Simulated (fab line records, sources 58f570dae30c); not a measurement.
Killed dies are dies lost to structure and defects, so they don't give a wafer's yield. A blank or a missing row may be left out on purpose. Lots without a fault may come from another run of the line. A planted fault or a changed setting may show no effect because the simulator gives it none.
Problem report in the 8D (eight disciplines) form, filled by code | flow berkeley_cmos170 | the parts of the form that need people (team, actions taken, sign-off) are left out

1. THE PROBLEM
bias_w at UCB170_GATE_ETCH_15 reads a mean of 161.1 W on 9 wafers of 3 lots; wafers without a fault read 150.0 W with a standard deviation of 0.47. That is +24 standard deviations from the usual mean.
The step: etches poly-Si in HBr/Cl2, stops on SiO2, time 56.3 s, target depth 278.2 nm.
First seen on wafer L843.1, day 8 05:36, on rie_si-01. The record holds 42 wafers of 14 lots with a number at this step. Rule for "out", or "out of limits": more than 4 standard deviations from the usual mean. The other wafers with a number count as sound.

2. WHAT IT IS AND WHAT IT IS NOT
question                    | is                     | is not
which readings at this step | bias_w                 | drypump_motor_current_A, oes_product_au, throttle_valve_pct
which lots                  | L843, L844, L845       | L832, L833, L834, L835, L838, L839, L840, L842, L848, L852, L853
which wafers of those lots  | all that have a number | -
read on which tools         | rie_si-01              | rie_si-02
when                        | from day 8 05:36       | up to then (21 sound wafers); but 12 sound wafers of L842, L848, L852, L853 came after

3. SUSPECTS, AND WHAT RULES EACH OUT
Counting: a tool at a process step up to the reading stays a suspect if it ran every lot that is out and no sound lot after the first of them.
- rie_si-01 at UCB170_GATE_ETCH_15 (etches poly-Si in HBr/Cl2, stops on SiO2, time 56.3 s, target depth 278.2 nm): kept. It ran every lot that is out, first L843 (day 8 05:36), and no sound lot after that; its last sound lot up to then is L839 (day 7 17:19). Its own readings are out on those wafers: bias_w.
Left after counting: rie_si-01 at UCB170_GATE_ETCH_15.

4. THE CAUSE (what the simulator had put in)
Process parameter drift: rie_si-01, from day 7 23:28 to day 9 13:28, at UCB170_GATE_ETCH_15. Setting bias_w, moved by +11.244, from 150.
Counting left only this tool.

5. THE CHAIN OF EFFECTS, in route order
Each row: a reading whose mean over the struck wafers that have a number lies more than 3 standard deviations from the usual. Only readings for which the record gives a usual standard deviation are gone through. hours: the time from each lot's start at the first step in this table that gives one to its start at this step, as a median over the lots. sigmas: the change in usual standard deviations.
hours | step                | reading | usual   | on struck wafers | change | sigmas
0     | UCB170_GATE_ETCH_15 | bias_w  | 150.0 W | 161.1            | +11.1  | +24
The process steps in it:
- UCB170_GATE_ETCH_15: etches poly-Si in HBr/Cl2, stops on SiO2, time 56.3 s, target depth 278.2 nm.
Later measuring or inspecting steps at which every struck wafer that the step has a row for has a number for every such reading, and none has moved that far: UCB170_SDANNEAL_RS_MEAS_03.

6. WHAT WOULD HAVE CAUGHT IT SOONER
In this record the first reading out of limits was taken at day 8 05:36, 6 hours after the fault began at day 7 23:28.
